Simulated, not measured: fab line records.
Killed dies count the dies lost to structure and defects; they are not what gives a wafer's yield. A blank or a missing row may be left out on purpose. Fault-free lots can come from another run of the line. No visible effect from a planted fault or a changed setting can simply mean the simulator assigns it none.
Code-filled problem report in 8D (eight disciplines) form / flow ritCmos / the parts of the form that need people (team, actions taken, sign-off) are left out

1. PROBLEM STATEMENT
SPACER_NITRIDE_THK at RIT_SPACER_THK_MEAS_04 reads a mean of 215.2 nm on 6 wafers of 2 lots; wafers without a fault read 250.3 nm with a standard deviation of 2.4. That puts it -15 standard deviations away from the usual mean.
First seen on wafer L660.2, day 5 22:42, on filmMetro-01. Wafers with a number at this step in the record: 42, from 14 lots. Rule for "out", or "out of limits": more than 4 standard deviations from the usual mean. The rest of the wafers with a number are treated as sound.

2. WHAT THIS IS AND IS NOT
question=which readings at this step | is=SPACER_NITRIDE_THK | is not=-
question=which lots | is=L660, L662 | is not=L646, L647, L648, L649, L650, L651, L652, L653, L654, L655, L656, L661
question=which wafers of those lots | is=all that have a number | is not=-
question=read on which gauges | is=filmMetro-01 | is not=filmMetro-03, filmMetro-04
question=when | is=from day 5 22:42 | is not=up to then (33 sound wafers); but 3 sound wafers of L661 came after

3. THE SUSPECTS, EACH WITH WHAT RULES IT OUT
Counting: a tool at a process step up to the reading stays a suspect if it ran every lot that is out and no sound lot after the first of them.
- the gauge at RIT_SPACER_THK_MEAS_04: kept. All the wafers that are out were read on filmMetro-01, and no step on other tools shows them out.
- plasmaAsher-03 at RIT_PLDD_STRIP_09 (strips in O2, time 180 s): ruled out as a lasting fault. The sound lots L661 went through it after L660, its earliest lot that is out (day 5 20:00).
- lpcvd-02 at RIT_SPACER_CVD_03 (deposits Si3N4 from SiH2Cl2/NH3, target thk 250 nm, time 3300 s): kept. It processed each lot that is out, first L660 at day 5 20:46, and no sound lot thereafter; up to then, the last sound lot it processed was L656 at day 4 22:37.
What counting leaves: lpcvd-02 at RIT_SPACER_CVD_03 and filmMetro-01 at RIT_SPACER_THK_MEAS_04.

4. THE CAUSE (what the simulator had put in)
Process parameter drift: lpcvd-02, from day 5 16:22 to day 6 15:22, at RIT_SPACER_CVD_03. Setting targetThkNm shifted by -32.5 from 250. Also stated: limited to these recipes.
This tool is one of the 2 suspects left after counting.

5. SEQUENCE OF EFFECTS, ordered by route
Each row: a reading whose mean over the struck wafers that have a number lies more than 3 standard deviations from the usual. Readings are gone through only where the record gives a usual standard deviation; hours: the median, over the lots, of the time from a lot's start at the first step in this table giving one to that lot's start at this step; sigmas: the change measured in usual standard deviations.
hours=0; step=RIT_SPACER_THK_MEAS_04; reading=SPACER_NITRIDE_THK; usual=250.3 nm; on struck wafers=215.2; change=-35.2; sigmas=-15
hours=0; step=RIT_SPACER_ETCHBACK_05; reading=oesProductAu; usual=0.840 a.u.; on struck wafers=0.756; change=-0.084; sigmas=-5.6
Here are the process steps it includes:
- RIT_SPACER_ETCHBACK_05: etches Si3N4 in SF6/CHF3, stops on SiO2, target depth 250 nm, time 240 s.
Later steps that measure or inspect, where all struck wafers having a row at the step show a number for every such reading and not one has moved that far: RIT_PSD_OVL_MEAS_06.

6. HOW IT WOULD HAVE BEEN CAUGHT EARLIER
6 hours passed between the start of the fault at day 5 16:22 and the first reading out of limits at a measuring or inspecting step in this record, taken at day 5 22:42.
An alarm limit of 4 standard deviations would not have fired on the tool readings at RIT_SPACER_CVD_03 for which the record gives a usual standard deviation, since none of them was out on any struck wafer.
Among the 2 lots that are out, L662 began RIT_SPACER_CVD_03 on lpcvd-02 after day 5 22:42. Had the tool been put on hold then, it would have been spared.
